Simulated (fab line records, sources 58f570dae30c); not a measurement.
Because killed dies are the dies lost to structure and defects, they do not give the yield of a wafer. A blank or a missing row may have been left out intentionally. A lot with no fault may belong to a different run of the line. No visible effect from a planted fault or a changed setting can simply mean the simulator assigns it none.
Which tool is to blame? || flow berkeley_cmos170 || 42 wafers from 14 lots sampled at 5 of the route's 331 steps

WHAT THE GAUGES READ, wafer by wafer
UCB170_ACTIVE_THK_MEAS_03.
{"lot": "L147", "measured": "day 3 20:18", "on": "film_metro-03", "ACTIVE_OXIDE_THK (nm)": "26.5 26.2 26.4"}
{"lot": "L148", "measured": "day 4 04:23", "on": "film_metro-03", "ACTIVE_OXIDE_THK (nm)": "27.2 27.3 27.2"}
{"lot": "L149", "measured": "day 4 04:23", "on": "film_metro-02", "ACTIVE_OXIDE_THK (nm)": "27.1 26.7 26.3"}
{"lot": "L150", "measured": "day 4 17:20", "on": "film_metro-01", "ACTIVE_OXIDE_THK (nm)": "26.5 25.9 26.0"}
{"lot": "L152", "measured": "day 5 00:27", "on": "film_metro-02", "ACTIVE_OXIDE_THK (nm)": "25.8 25.6 25.9"}
{"lot": "L153", "measured": "day 5 14:38", "on": "film_metro-02", "ACTIVE_OXIDE_THK (nm)": "26.3 26.5 26.1"}
{"lot": "L156", "measured": "day 5 21:44", "on": "film_metro-01", "ACTIVE_OXIDE_THK (nm)": "26.3 26.0 26.1"}
{"lot": "L157", "measured": "day 6 05:51", "on": "film_metro-03", "ACTIVE_OXIDE_THK (nm)": "24.1 24.0 23.4"}
{"lot": "L159", "measured": "day 6 05:51", "on": "film_metro-01", "ACTIVE_OXIDE_THK (nm)": "24.1 24.1 24.2"}
{"lot": "L162", "measured": "day 7 06:47", "on": "film_metro-02", "ACTIVE_OXIDE_THK (nm)": "25.8 26.1 25.6"}
{"lot": "L164", "measured": "day 7 16:11", "on": "film_metro-02", "ACTIVE_OXIDE_THK (nm)": "27.3 27.0 26.9"}
{"lot": "L165", "measured": "day 7 16:10", "on": "film_metro-01", "ACTIVE_OXIDE_THK (nm)": "26.6 26.7 26.2"}
{"lot": "L169", "measured": "day 8 13:50", "on": "film_metro-01", "ACTIVE_OXIDE_THK (nm)": "26.0 26.7 26.2"}
{"lot": "L170", "measured": "day 8 16:44", "on": "film_metro-01", "ACTIVE_OXIDE_THK (nm)": "25.6 25.8 25.7"}

UCB170_PSD_OVL_MEAS_07.
{"lot": "L147", "measured": "day 6 10:16", "on": "overlay-01", "PSD_OVL (nm)": "-10 -6 -7"}
{"lot": "L148", "measured": "day 6 19:28", "on": "overlay-01", "PSD_OVL (nm)": "2 -11 5"}
{"lot": "L149", "measured": "day 6 20:05", "on": "overlay-02", "PSD_OVL (nm)": "1 -1 4"}
{"lot": "L150", "measured": "day 7 03:56", "on": "overlay-01", "PSD_OVL (nm)": "2 1 7"}
{"lot": "L152", "measured": "day 7 22:16", "on": "overlay-01", "PSD_OVL (nm)": "-6 3 -1"}
{"lot": "L153", "measured": "day 8 13:58", "on": "overlay-01", "PSD_OVL (nm)": "3 4 8"}
{"lot": "L156", "measured": "day 8 13:05", "on": "overlay-01", "PSD_OVL (nm)": "2 5 3"}
{"lot": "L157", "measured": "day 9 04:13", "on": "overlay-01", "PSD_OVL (nm)": "6 1 3"}
{"lot": "L159", "measured": "day 9 03:58", "on": "overlay-02", "PSD_OVL (nm)": "0 -5 -2"}
{"lot": "L162", "measured": "day 10 07:34", "on": "overlay-02", "PSD_OVL (nm)": "-7 2 -1"}
{"lot": "L164", "measured": "day 10 13:17", "on": "overlay-01", "PSD_OVL (nm)": "-4 -4 -8"}
{"lot": "L165", "measured": "day 10 13:02", "on": "overlay-01", "PSD_OVL (nm)": "0 4 10"}
{"lot": "L169", "measured": "day 11 09:38", "on": "overlay-01", "PSD_OVL (nm)": "2 -2 -3"}
{"lot": "L170", "measured": "day 11 09:22", "on": "overlay-01", "PSD_OVL (nm)": "1 5 1"}

UCB170_M3_THK_MEAS_03: measures by xrf.
{"lot": "L147", "measured": "day 7 14:38", "on": "film_metro-01", "M3_AL_THK (nm)": "887 896 890"}
{"lot": "L148", "measured": "day 7 21:55", "on": "film_metro-01", "M3_AL_THK (nm)": "887 910 901"}
{"lot": "L149", "measured": "day 7 21:41", "on": "film_metro-03", "M3_AL_THK (nm)": "907 912 924"}
{"lot": "L150", "measured": "day 8 11:10", "on": "film_metro-02", "M3_AL_THK (nm)": "882 880 876"}
{"lot": "L152", "measured": "day 9 03:40", "on": "film_metro-01", "M3_AL_THK (nm)": "905 888 897"}
{"lot": "L153", "measured": "day 9 16:19", "on": "film_metro-03", "M3_AL_THK (nm)": "903 905 912"}
{"lot": "L156", "measured": "day 9 14:47", "on": "film_metro-02", "M3_AL_THK (nm)": "904 902 907"}
{"lot": "L157", "measured": "day 10 06:17", "on": "film_metro-03", "M3_AL_THK (nm)": "881 910 902"}
{"lot": "L159", "measured": "day 10 05:57", "on": "film_metro-03", "M3_AL_THK (nm)": "910 916 908"}
{"lot": "L162", "measured": "day 11 14:28", "on": "film_metro-02", "M3_AL_THK (nm)": "884 867 885"}
{"lot": "L164", "measured": "day 11 20:35", "on": "film_metro-01", "M3_AL_THK (nm)": "920 904 886"}
{"lot": "L165", "measured": "day 11 21:11", "on": "film_metro-03", "M3_AL_THK (nm)": "887 893 894"}
{"lot": "L169", "measured": "day 12 17:04", "on": "film_metro-03", "M3_AL_THK (nm)": "875 889 901"}
{"lot": "L170", "measured": "day 12 14:43", "on": "film_metro-01", "M3_AL_THK (nm)": "901 904 900"}

EACH LOT AND THE TOOL THAT RAN IT (in order: tool; ch and the chambers of the sampled wafers; start)
{"lot": "L147", "UCB170_ACTIVE_OXIDATION_02": "furnace-02 ch 0, day 3 18:56", "UCB170_M2_STRIP_07": "plasma_asher-02 ch 0,1, day 7 08:44"}
{"lot": "L148", "UCB170_ACTIVE_OXIDATION_02": "furnace-04 ch 0, day 4 03:02", "UCB170_M2_STRIP_07": "plasma_asher-02 ch 0,1, day 7 16:31"}
{"lot": "L149", "UCB170_ACTIVE_OXIDATION_02": "furnace-04 ch 0, day 4 03:02", "UCB170_M2_STRIP_07": "plasma_asher-02 ch 1, day 7 16:58"}
{"lot": "L150", "UCB170_ACTIVE_OXIDATION_02": "furnace-02 ch 0, day 4 15:59", "UCB170_M2_STRIP_07": "plasma_asher-04 ch 0,1, day 8 01:59"}
{"lot": "L152", "UCB170_ACTIVE_OXIDATION_02": "furnace-02 ch 0, day 4 23:06", "UCB170_M2_STRIP_07": "plasma_asher-02 ch 0,1, day 8 22:16"}
{"lot": "L153", "UCB170_ACTIVE_OXIDATION_02": "furnace-04 ch 0, day 5 13:17", "UCB170_M2_STRIP_07": "plasma_asher-02 ch 0,1, day 9 10:51"}
{"lot": "L156", "UCB170_ACTIVE_OXIDATION_02": "furnace-03 ch 0, day 5 20:23", "UCB170_M2_STRIP_07": "plasma_asher-04 ch 1, day 9 10:11"}
{"lot": "L157", "UCB170_ACTIVE_OXIDATION_02": "furnace-04 ch 0, day 6 04:29", "UCB170_M2_STRIP_07": "plasma_asher-04 ch 0,1, day 10 01:07"}
{"lot": "L159", "UCB170_ACTIVE_OXIDATION_02": "furnace-04 ch 0, day 6 04:29", "UCB170_M2_STRIP_07": "plasma_asher-03 ch 0,1, day 10 00:44"}
{"lot": "L162", "UCB170_ACTIVE_OXIDATION_02": "furnace-03 ch 0, day 7 05:26", "UCB170_M2_STRIP_07": "plasma_asher-03 ch 0,1, day 11 07:19"}
{"lot": "L164", "UCB170_ACTIVE_OXIDATION_02": "furnace-02 ch 0, day 7 14:49", "UCB170_M2_STRIP_07": "plasma_asher-02 ch 0,1, day 11 15:56"}
{"lot": "L165", "UCB170_ACTIVE_OXIDATION_02": "furnace-02 ch 0, day 7 14:49", "UCB170_M2_STRIP_07": "plasma_asher-03 ch 0,1, day 11 16:17"}
{"lot": "L169", "UCB170_ACTIVE_OXIDATION_02": "furnace-03 ch 0, day 8 12:29", "UCB170_M2_STRIP_07": "plasma_asher-03 ch 0,1, day 12 05:59"}
{"lot": "L170", "UCB170_ACTIVE_OXIDATION_02": "furnace-03 ch 0, day 8 15:20", "UCB170_M2_STRIP_07": "plasma_asher-04 ch 0,1, day 12 09:41"}
- UCB170_ACTIVE_OXIDATION_02: target thk 26.4 nm, ox time 1260 s.
- UCB170_M2_STRIP_07: strips in O2.

AS READ BY THE TOOLS THEMSELVES (means over the sampled wafers that have a number; for cases with no such wafer, the mark the record gives instead)
UCB170_ACTIVE_OXIDATION_02.
{"lot": "L147", "tool": "furnace-02", "zone_power_source_pct (%)": 31.5}
{"lot": "L148", "tool": "furnace-04", "zone_power_source_pct (%)": 28.4}
{"lot": "L149", "tool": "furnace-04", "zone_power_source_pct (%)": 28.4}
{"lot": "L150", "tool": "furnace-02", "zone_power_source_pct (%)": 31.4}
{"lot": "L152", "tool": "furnace-02", "zone_power_source_pct (%)": 31.5}
{"lot": "L153", "tool": "furnace-04", "zone_power_source_pct (%)": 28.5}
{"lot": "L156", "tool": "furnace-03", "zone_power_source_pct (%)": 31.5}
{"lot": "L157", "tool": "furnace-04", "zone_power_source_pct (%)": 28.3}
{"lot": "L159", "tool": "furnace-04", "zone_power_source_pct (%)": 28.2}
{"lot": "L162", "tool": "furnace-03", "zone_power_source_pct (%)": 31.5}
{"lot": "L164", "tool": "furnace-02", "zone_power_source_pct (%)": 31.3}
{"lot": "L165", "tool": "furnace-02", "zone_power_source_pct (%)": 31.1}
{"lot": "L169", "tool": "furnace-03", "zone_power_source_pct (%)": 31.4}
{"lot": "L170", "tool": "furnace-03", "zone_power_source_pct (%)": 31.3}

UCB170_M2_STRIP_07.
{"lot": "L147", "tool": "plasma_asher-02", "drypump_motor_current_A (A)": 5.3, "oes_product_au (a.u.)": 0.736, "strip_time_to_endpoint_s (s)": 22.07}
{"lot": "L148", "tool": "plasma_asher-02", "drypump_motor_current_A (A)": 5.8, "oes_product_au (a.u.)": 0.734, "strip_time_to_endpoint_s (s)": 21.87}
{"lot": "L149", "tool": "plasma_asher-02", "drypump_motor_current_A (A)": 4.7, "oes_product_au (a.u.)": 0.735, "strip_time_to_endpoint_s (s)": 22.04}
{"lot": "L150", "tool": "plasma_asher-04", "drypump_motor_current_A (A)": 5.1, "oes_product_au (a.u.)": 0.735, "strip_time_to_endpoint_s (s)": 21.96}
{"lot": "L152", "tool": "plasma_asher-02", "drypump_motor_current_A (A)": 5.3, "oes_product_au (a.u.)": 0.735, "strip_time_to_endpoint_s (s)": 21.99}
{"lot": "L153", "tool": "plasma_asher-02", "drypump_motor_current_A (A)": 5.9, "oes_product_au (a.u.)": 0.733, "strip_time_to_endpoint_s (s)": 21.98}
{"lot": "L156", "tool": "plasma_asher-04", "drypump_motor_current_A (A)": 5.4, "oes_product_au (a.u.)": 0.736, "strip_time_to_endpoint_s (s)": 22.01}
{"lot": "L157", "tool": "plasma_asher-04", "drypump_motor_current_A (A)": 5.1, "oes_product_au (a.u.)": 0.730, "strip_time_to_endpoint_s (s)": 21.95}
{"lot": "L159", "tool": "plasma_asher-03", "drypump_motor_current_A (A)": 6.2, "oes_product_au (a.u.)": 0.735, "strip_time_to_endpoint_s (s)": 21.91}
{"lot": "L162", "tool": "plasma_asher-03", "drypump_motor_current_A (A)": 6.2, "oes_product_au (a.u.)": 0.731, "strip_time_to_endpoint_s (s)": 21.92}
{"lot": "L164", "tool": "plasma_asher-02", "drypump_motor_current_A (A)": 5.8, "oes_product_au (a.u.)": 0.730, "strip_time_to_endpoint_s (s)": 21.88}
{"lot": "L165", "tool": "plasma_asher-03", "drypump_motor_current_A (A)": 6.2, "oes_product_au (a.u.)": 0.735, "strip_time_to_endpoint_s (s)": 21.93}
{"lot": "L169", "tool": "plasma_asher-03", "drypump_motor_current_A (A)": 6.2, "oes_product_au (a.u.)": 0.732, "strip_time_to_endpoint_s (s)": 21.88}
{"lot": "L170", "tool": "plasma_asher-04", "drypump_motor_current_A (A)": 5.2, "oes_product_au (a.u.)": 0.734, "strip_time_to_endpoint_s (s)": 21.98}

THE ANSWER, worked out from the rows above alone
Rule: what is usual is taken from the lots themselves. Put in order of their means at a reading, lots are off if they are a third of the lots or fewer, leave a main group of 4 or more, and stand apart from it by a gap of 3 or more times the standard deviation of the main group's means; of several such gaps the widest counts. A main group is skipped when, at the precision printed for the reading in the tables above, its means are all equal. Also off: a lot with no number at a reading for which 4 or more lots have one. Where the step has rows for the other lots, those lots are counted as sound. First the gauges in route order, then the tools' own readings, where a lot's mean is used as printed above. At the first step where some lot is off, the reading lying furthest off is the one used; lots without a number count as furthest.
Off: L157, L159, seen at UCB170_ACTIVE_THK_MEAS_03 (ACTIVE_OXIDE_THK). The main group has a mean of 26.3 nm with a standard deviation of 0.46.
If a tool, at a process step before that reading, ran all the lots that are off and no sound lot after the first of them, it fits. The gauges at UCB170_ACTIVE_THK_MEAS_03 are tried like those tools. One candidate fits, namely furnace-04 at UCB170_ACTIVE_OXIDATION_02. Its last sound lot is L153 (day 5 13:17), its first lot that is off L157 (day 6 04:29): a fault that began between those two fits.

WHAT WAS PUT IN BY THE SIMULATOR
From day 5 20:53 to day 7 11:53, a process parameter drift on furnace-04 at UCB170_ACTIVE_OXIDATION_02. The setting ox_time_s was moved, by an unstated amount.
Shown lots that were struck: L157, L159. The same result came from the rule above.
